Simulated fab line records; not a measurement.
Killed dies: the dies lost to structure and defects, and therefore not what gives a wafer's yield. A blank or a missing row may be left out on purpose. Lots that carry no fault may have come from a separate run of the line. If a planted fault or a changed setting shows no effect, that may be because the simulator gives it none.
Matching of chambers | flow berkeley-cmos170 | UCB170_NWELL_ETCH_13 on rie-diel-04: 4 sister chambers
The step etches Si3N4 in CH3F/Ar/O2, stops on SiO2, target depth 246.4 nm, time 154 s. 4 wafers are shown with their chamber, then 7 later ones without.

WAFERS WITH THEIR CHAMBER
wafer  | chamber | throttle-valve-pct (%)
L691.4 | 0       | 8.19
L695.6 | 1       | 7.85
L700.4 | 3       | 8.07
L700.5 | 2       | 8.18

WAFERS WHOSE CHAMBER IS MISSING
wafer  | throttle-valve-pct (%)
L700.6 | 7.84
L702.2 | 8.05
L702.4 | 8.18
L702.6 | 7.84
L704.1 | 8.17
L704.5 | 8.17
L704.6 | 7.83

THE CHAMBER EACH PASSED THROUGH
wafer  | from the rows above     | in truth
L700.6 | 1                       | 1
L702.2 | 3                       | 3
L702.4 | can't be placed: 2 or 0 | 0
L702.6 | 1                       | 1
L704.1 | can't be placed: 2 or 0 | 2
L704.5 | can't be placed: 2 or 0 | 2
L704.6 | 1                       | 1
Correct placement for 4 of the 7. Cannot be placed on the basis of these rows: 3; the candidates contain the true chamber in 3. Placed wrongly: 0.
How it was worked out, from the rows above alone: a wafer's distance from a chamber is the root of the sum, over the readings, of the square of ((its reading less the chamber's mean) divided by the reading's scatter). If the next closest chamber is less than 2 further off than the closest, the wafer can't be placed; otherwise it belongs to the closest. A chamber's mean is the mean of its shown wafers. The scatter: with one shown wafer a chamber, the root of the mean of the squares of how far each hidden wafer lies from its nearest shown one.
